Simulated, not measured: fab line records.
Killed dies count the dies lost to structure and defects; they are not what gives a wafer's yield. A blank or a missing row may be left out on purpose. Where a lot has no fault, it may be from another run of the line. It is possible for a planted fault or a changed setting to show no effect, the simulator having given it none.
Which tool did it? || flow rit-cmos || 13 lots with 39 wafers sampled at 6 steps, on a route of 202 steps

== WHAT THE GAUGES SHOWED, per wafer ==
RIT_ACTIVE_BOW_MEAS_00. Usual: for INCOMING_BOW the level is 0 um and the standard deviation is 6.8.
{"lot": "L342", "measured": "day 1 10:00", "on": "film-metro-02", "INCOMING_BOW (um)": "5 -9 3", "flag": ""}
{"lot": "L343", "measured": "day 1 15:01", "on": "film-metro-02", "INCOMING_BOW (um)": "0 8 2", "flag": ""}
{"lot": "L344", "measured": "day 1 20:01", "on": "film-metro-03", "INCOMING_BOW (um)": "1 -7 -1", "flag": ""}
{"lot": "L345", "measured": "day 2 01:01", "on": "film-metro-01", "INCOMING_BOW (um)": "-4 -3 -10", "flag": ""}
{"lot": "L346", "measured": "day 2 06:02", "on": "film-metro-01", "INCOMING_BOW (um)": "-1 -3 -10", "flag": ""}
{"lot": "L348", "measured": "day 2 16:00", "on": "film-metro-01", "INCOMING_BOW (um)": "-2 0 0", "flag": ""}
{"lot": "L349", "measured": "day 2 21:00", "on": "film-metro-03", "INCOMING_BOW (um)": "5 3 -4", "flag": ""}
{"lot": "L350", "measured": "day 3 02:02", "on": "film-metro-01", "INCOMING_BOW (um)": "-4 -1 4", "flag": ""}
{"lot": "L355", "measured": "day 4 03:00", "on": "film-metro-02", "INCOMING_BOW (um)": "-6 -4 -4", "flag": ""}
{"lot": "L362", "measured": "day 5 14:01", "on": "film-metro-01", "INCOMING_BOW (um)": "0 -12 -5", "flag": ""}
{"lot": "L363", "measured": "day 5 19:01", "on": "film-metro-01", "INCOMING_BOW (um)": "-4 3 5", "flag": ""}
{"lot": "L364", "measured": "day 6 00:01", "on": "film-metro-02", "INCOMING_BOW (um)": "-10 4 -10", "flag": ""}
{"lot": "L365", "measured": "day 6 05:00", "on": "film-metro-01", "INCOMING_BOW (um)": "-3 2 6", "flag": ""}

RIT_PWELL_TW_MEAS_10. Usual: for PWELL_TW the level is 960 and the standard deviation is 6.
{"lot": "L342", "measured": "day 2 04:17", "on": "film-metro-03", "PWELL_TW": "955 954 952", "flag": ""}
{"lot": "L343", "measured": "day 2 08:23", "on": "film-metro-04", "PWELL_TW": "957 951 952", "flag": ""}
{"lot": "L344", "measured": "day 2 09:50", "on": "film-metro-03", "PWELL_TW": "958 950 953", "flag": ""}
{"lot": "L345", "measured": "day 2 17:29", "on": "film-metro-04", "PWELL_TW": "954 960 958", "flag": ""}
{"lot": "L346", "measured": "day 2 21:14", "on": "film-metro-02", "PWELL_TW": "962 963 965", "flag": ""}
{"lot": "L348", "measured": "day 3 05:39", "on": "film-metro-04", "PWELL_TW": "962 960 959", "flag": ""}
{"lot": "L349", "measured": "day 3 12:57", "on": "film-metro-03", "PWELL_TW": "957 955 956", "flag": ""}
{"lot": "L350", "measured": "day 3 17:06", "on": "film-metro-04", "PWELL_TW": "962 961 960", "flag": ""}
{"lot": "L355", "measured": "day 4 18:24", "on": "film-metro-04", "PWELL_TW": "974 970 963", "flag": ""}
{"lot": "L362", "measured": "day 6 08:34", "on": "film-metro-04", "PWELL_TW": "959 961 962", "flag": ""}
{"lot": "L363", "measured": "day 6 10:49", "on": "film-metro-03", "PWELL_TW": "953 950 945", "flag": ""}
{"lot": "L364", "measured": "day 6 14:51", "on": "film-metro-02", "PWELL_TW": "966 972 975", "flag": ""}
{"lot": "L365", "measured": "day 6 18:56", "on": "film-metro-04", "PWELL_TW": "960 969 964", "flag": ""}

RIT_PRETRO_OVL_MEAS_06. Usual: for PRETRO_OVL the level is 0.5 nm and the standard deviation is 1.5.
{"lot": "L342", "measured": "day 2 12:14", "on": "overlay-02", "PRETRO_OVL (nm)": "2.5 0.7 1.9", "flag": ""}
{"lot": "L343", "measured": "day 2 17:27", "on": "overlay-01", "PRETRO_OVL (nm)": "-1.0 -0.6 0.0", "flag": ""}
{"lot": "L344", "measured": "day 2 17:57", "on": "overlay-01", "PRETRO_OVL (nm)": "0.6 -0.9 0.4", "flag": ""}
{"lot": "L345", "measured": "day 3 02:01", "on": "overlay-01", "PRETRO_OVL (nm)": "-1.5 0.3 -0.9", "flag": ""}
{"lot": "L346", "measured": "day 3 06:23", "on": "overlay-01", "PRETRO_OVL (nm)": "0.6 0.9 -0.2", "flag": ""}
{"lot": "L348", "measured": "day 3 14:00", "on": "overlay-02", "PRETRO_OVL (nm)": "0.4 -1.8 0.0", "flag": ""}
{"lot": "L349", "measured": "day 3 21:04", "on": "overlay-02", "PRETRO_OVL (nm)": "0.5 1.0 -2.2", "flag": ""}
{"lot": "L350", "measured": "day 4 01:16", "on": "overlay-01", "PRETRO_OVL (nm)": "0.6 -0.3 0.0", "flag": ""}
{"lot": "L355", "measured": "day 5 02:41", "on": "overlay-01", "PRETRO_OVL (nm)": "- - -", "flag": "OFF"}
{"lot": "L362", "measured": "day 6 19:01", "on": "overlay-02", "PRETRO_OVL (nm)": "1.9 3.7 1.9", "flag": ""}
{"lot": "L363", "measured": "day 6 21:19", "on": "overlay-02", "PRETRO_OVL (nm)": "2.8 1.5 -0.1", "flag": ""}
{"lot": "L364", "measured": "day 6 22:44", "on": "overlay-01", "PRETRO_OVL (nm)": "-1.2 0.4 -1.4", "flag": ""}
{"lot": "L365", "measured": "day 7 04:49", "on": "overlay-02", "PRETRO_OVL (nm)": "1.2 0.0 1.5", "flag": ""}

RIT_PRETRO_TW_MEAS_10. Usual: for PRETRO_TW the level is 477 and the standard deviation is 3.8.
{"lot": "L342", "measured": "day 2 12:50", "on": "film-metro-02", "PRETRO_TW": "479 477 478", "flag": ""}
{"lot": "L343", "measured": "day 2 18:04", "on": "film-metro-04", "PRETRO_TW": "475 479 476", "flag": ""}
{"lot": "L344", "measured": "day 2 18:34", "on": "film-metro-01", "PRETRO_TW": "470 471 472", "flag": ""}
{"lot": "L345", "measured": "day 3 02:37", "on": "film-metro-02", "PRETRO_TW": "479 477 477", "flag": ""}
{"lot": "L346", "measured": "day 3 07:07", "on": "film-metro-01", "PRETRO_TW": "474 472 473", "flag": ""}
{"lot": "L348", "measured": "day 3 14:37", "on": "film-metro-04", "PRETRO_TW": "481 479 475", "flag": ""}
{"lot": "L349", "measured": "day 3 21:40", "on": "film-metro-01", "PRETRO_TW": "469 471 470", "flag": ""}
{"lot": "L350", "measured": "day 4 01:53", "on": "film-metro-04", "PRETRO_TW": "481 483 482", "flag": ""}
{"lot": "L355", "measured": "day 5 03:18", "on": "film-metro-04", "PRETRO_TW": "30 30 30", "flag": "OFF"}
{"lot": "L362", "measured": "day 6 19:44", "on": "film-metro-01", "PRETRO_TW": "475 477 477", "flag": ""}
{"lot": "L363", "measured": "day 6 21:56", "on": "film-metro-01", "PRETRO_TW": "473 475 475", "flag": ""}
{"lot": "L364", "measured": "day 6 23:20", "on": "film-metro-02", "PRETRO_TW": "481 482 479", "flag": ""}
{"lot": "L365", "measured": "day 7 05:26", "on": "film-metro-02", "PRETRO_TW": "477 478 481", "flag": ""}

== TOOL THAT RAN EACH LOT (tool first, then ch and the chambers of the sampled wafers, then the start) ==
{"lot": "L342", "RIT_ACTIVE_STRIP_14": "plasma-asher-03 ch 0, day 1 15:29", "RIT_PRETRO_EXPOSE_03": "iline-stepper-01 ch 0, day 2 11:48"}
{"lot": "L343", "RIT_ACTIVE_STRIP_14": "plasma-asher-01 ch 0,1, day 1 23:46", "RIT_PRETRO_EXPOSE_03": "iline-stepper-02 ch 0, day 2 17:02"}
{"lot": "L344", "RIT_ACTIVE_STRIP_14": "plasma-asher-03 ch 0,1, day 2 01:35", "RIT_PRETRO_EXPOSE_03": "iline-stepper-02 ch 0, day 2 17:32"}
{"lot": "L345", "RIT_ACTIVE_STRIP_14": "plasma-asher-04 ch 0, day 2 07:01", "RIT_PRETRO_EXPOSE_03": "iline-stepper-01 ch 0, day 3 01:35"}
{"lot": "L346", "RIT_ACTIVE_STRIP_14": "plasma-asher-01 ch 0,1, day 2 12:18", "RIT_PRETRO_EXPOSE_03": "iline-stepper-01 ch 0, day 3 05:59"}
{"lot": "L348", "RIT_ACTIVE_STRIP_14": "plasma-asher-04 ch 0, day 2 21:43", "RIT_PRETRO_EXPOSE_03": "iline-stepper-02 ch 0, day 3 13:34"}
{"lot": "L349", "RIT_ACTIVE_STRIP_14": "plasma-asher-03 ch 0,1, day 3 02:33", "RIT_PRETRO_EXPOSE_03": "iline-stepper-02 ch 0, day 3 20:38"}
{"lot": "L350", "RIT_ACTIVE_STRIP_14": "plasma-asher-04 ch 0,1, day 3 09:01", "RIT_PRETRO_EXPOSE_03": "iline-stepper-02 ch 0, day 4 00:52"}
{"lot": "L355", "RIT_ACTIVE_STRIP_14": "plasma-asher-01 ch 0,1, day 4 08:43", "RIT_PRETRO_EXPOSE_03": "iline-stepper-02 ch 0, day 5 02:16"}
{"lot": "L362", "RIT_ACTIVE_STRIP_14": "plasma-asher-03 ch 0,1, day 5 21:13", "RIT_PRETRO_EXPOSE_03": "iline-stepper-02 ch 0, day 6 18:22"}
{"lot": "L363", "RIT_ACTIVE_STRIP_14": "plasma-asher-01 ch 0,1, day 6 03:17", "RIT_PRETRO_EXPOSE_03": "iline-stepper-01 ch 0, day 6 20:55"}
{"lot": "L364", "RIT_ACTIVE_STRIP_14": "plasma-asher-03 ch 0,1, day 6 05:56", "RIT_PRETRO_EXPOSE_03": "iline-stepper-01 ch 0, day 6 22:19"}
{"lot": "L365", "RIT_ACTIVE_STRIP_14": "plasma-asher-03 ch 0,1, day 6 09:58", "RIT_PRETRO_EXPOSE_03": "iline-stepper-01 ch 0, day 7 04:23"}
- RIT_ACTIVE_STRIP_14: strips in O2, time 180 s.
- RIT_PRETRO_EXPOSE_03: exposes mask M5, target cd 43700 nm.

== AS READ BY THE TOOLS THEMSELVES (means over the sampled wafers that have a number; for cases with no such wafer, the mark the record gives instead) ==
RIT_ACTIVE_STRIP_14. Usual: drypump-motor-current-A 5.8 A, standard deviation 0.44; o2-flow-sccm 4000 sccm, standard deviation 11; rf-refl-power-W 7.4 W, standard deviation 1.7.
{"lot": "L342", "tool": "plasma-asher-03", "drypump-motor-current-A (A)": 6.0, "o2-flow-sccm (sccm)": 4001, "rf-refl-power-W (W)": 9.2, "flag": ""}
{"lot": "L343", "tool": "plasma-asher-01", "drypump-motor-current-A (A)": 5.1, "o2-flow-sccm (sccm)": 4008, "rf-refl-power-W (W)": 7.4, "flag": ""}
{"lot": "L344", "tool": "plasma-asher-03", "drypump-motor-current-A (A)": 5.8, "o2-flow-sccm (sccm)": 3994, "rf-refl-power-W (W)": 8.9, "flag": ""}
{"lot": "L345", "tool": "plasma-asher-04", "drypump-motor-current-A (A)": 5.8, "o2-flow-sccm (sccm)": 4012, "rf-refl-power-W (W)": 5.7, "flag": ""}
{"lot": "L346", "tool": "plasma-asher-01", "drypump-motor-current-A (A)": 5.2, "o2-flow-sccm (sccm)": 4000, "rf-refl-power-W (W)": 8.2, "flag": ""}
{"lot": "L348", "tool": "plasma-asher-04", "drypump-motor-current-A (A)": 5.8, "o2-flow-sccm (sccm)": 3989, "rf-refl-power-W (W)": 5.5, "flag": ""}
{"lot": "L349", "tool": "plasma-asher-03", "drypump-motor-current-A (A)": 5.9, "o2-flow-sccm (sccm)": 4006, "rf-refl-power-W (W)": 9.2, "flag": ""}
{"lot": "L350", "tool": "plasma-asher-04", "drypump-motor-current-A (A)": 6.0, "o2-flow-sccm (sccm)": 4000, "rf-refl-power-W (W)": 5.4, "flag": ""}
{"lot": "L355", "tool": "plasma-asher-01", "drypump-motor-current-A (A)": 5.2, "o2-flow-sccm (sccm)": 4005, "rf-refl-power-W (W)": 8.4, "flag": ""}
{"lot": "L362", "tool": "plasma-asher-03", "drypump-motor-current-A (A)": 5.8, "o2-flow-sccm (sccm)": 4017, "rf-refl-power-W (W)": 8.6, "flag": ""}
{"lot": "L363", "tool": "plasma-asher-01", "drypump-motor-current-A (A)": 5.2, "o2-flow-sccm (sccm)": 4001, "rf-refl-power-W (W)": 7.9, "flag": ""}
{"lot": "L364", "tool": "plasma-asher-03", "drypump-motor-current-A (A)": 5.7, "o2-flow-sccm (sccm)": 3992, "rf-refl-power-W (W)": 8.8, "flag": ""}
{"lot": "L365", "tool": "plasma-asher-03", "drypump-motor-current-A (A)": 5.8, "o2-flow-sccm (sccm)": 3993, "rf-refl-power-W (W)": 8.8, "flag": ""}

== THE ANSWER, worked out from the rows above alone ==
Rule: a lot is off if the mean of its wafers that have a number lies more than 3 standard deviations from the usual mean. A lot without any number at a reading at which 4 lots or more have one is off too. Any other lot the step has rows for is counted as sound. Order of review: gauges by route order, followed by the tools' own readings, for which a lot's mean as printed above is used. At the first step where some lot is off, the reading lying furthest off is the one used; lots without a number count as furthest.
Off: L355, at RIT_PRETRO_OVL_MEAS_06 (PRETRO_OVL). Without a number there: L355.
If a tool, at a process step before that reading, ran all the lots that are off and no sound lot after the first of them, it fits. The gauges at RIT_PRETRO_OVL_MEAS_06 aren't tried: what is off there is off at RIT_PRETRO_TW_MEAS_10 too, on other tools, and a gauge's error can't cause that. None of those tried fits.

== WHAT THE SIMULATOR HAD PUT IN ==
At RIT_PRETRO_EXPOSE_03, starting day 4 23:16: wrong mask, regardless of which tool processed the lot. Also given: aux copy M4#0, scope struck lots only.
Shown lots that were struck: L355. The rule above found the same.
